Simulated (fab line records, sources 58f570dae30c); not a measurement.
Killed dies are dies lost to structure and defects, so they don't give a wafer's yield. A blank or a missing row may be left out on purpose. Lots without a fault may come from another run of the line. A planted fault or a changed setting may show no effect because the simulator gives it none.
Chamber matching | flow berkeley_cmos170 | UCB170_ZERO_ETCH_06 on rie_diel-02: 4 sister chambers
The step etches SiO2 in CHF3/CF4/Ar, time 12 s. 4 wafers are shown with their chamber, then 9 later ones without.

WAFERS WITH THEIR CHAMBER
wafer  | chamber | drypump_motor_current_A (A)
L435.6 | 2       | 5.2
L437.1 | 1       | 5.1
L437.3 | 0       | 4.7
L437.4 | 3       | 6.2

WAFERS WITHOUT THEIR CHAMBER
wafer  | drypump_motor_current_A (A)
L439.4 | 5.2
L439.5 | 5.2
L439.6 | 6.2
L438.1 | 6.3
L438.2 | 4.7
L438.3 | 5.2
L442.1 | 5.1
L442.2 | 4.7
L442.3 | 5.2

WHICH CHAMBER EACH WENT THROUGH
wafer  | from the rows above | in truth
L439.4 | 2                   | 2
L439.5 | 2                   | 2
L439.6 | 3                   | 3
L438.1 | 3                   | 3
L438.2 | 0                   | 0
L438.3 | 2                   | 2
L442.1 | 1                   | 1
L442.2 | 0                   | 0
L442.3 | 2                   | 2
Placed correctly: 9 of 9. Can't be placed from these rows: 0. Placed wrongly: 0.
How it was worked out, from the rows above alone: a wafer's distance from a chamber is the root of the sum, over the readings, of the square of ((its reading less the chamber's mean) divided by the reading's scatter). The wafer belongs to the nearest chamber; if the next one is less than 2 further off, it can't be placed. A chamber's mean is the mean of its shown wafers. The scatter: with one shown wafer a chamber, the root of the mean of the squares of how far each hidden wafer lies from its nearest shown one.
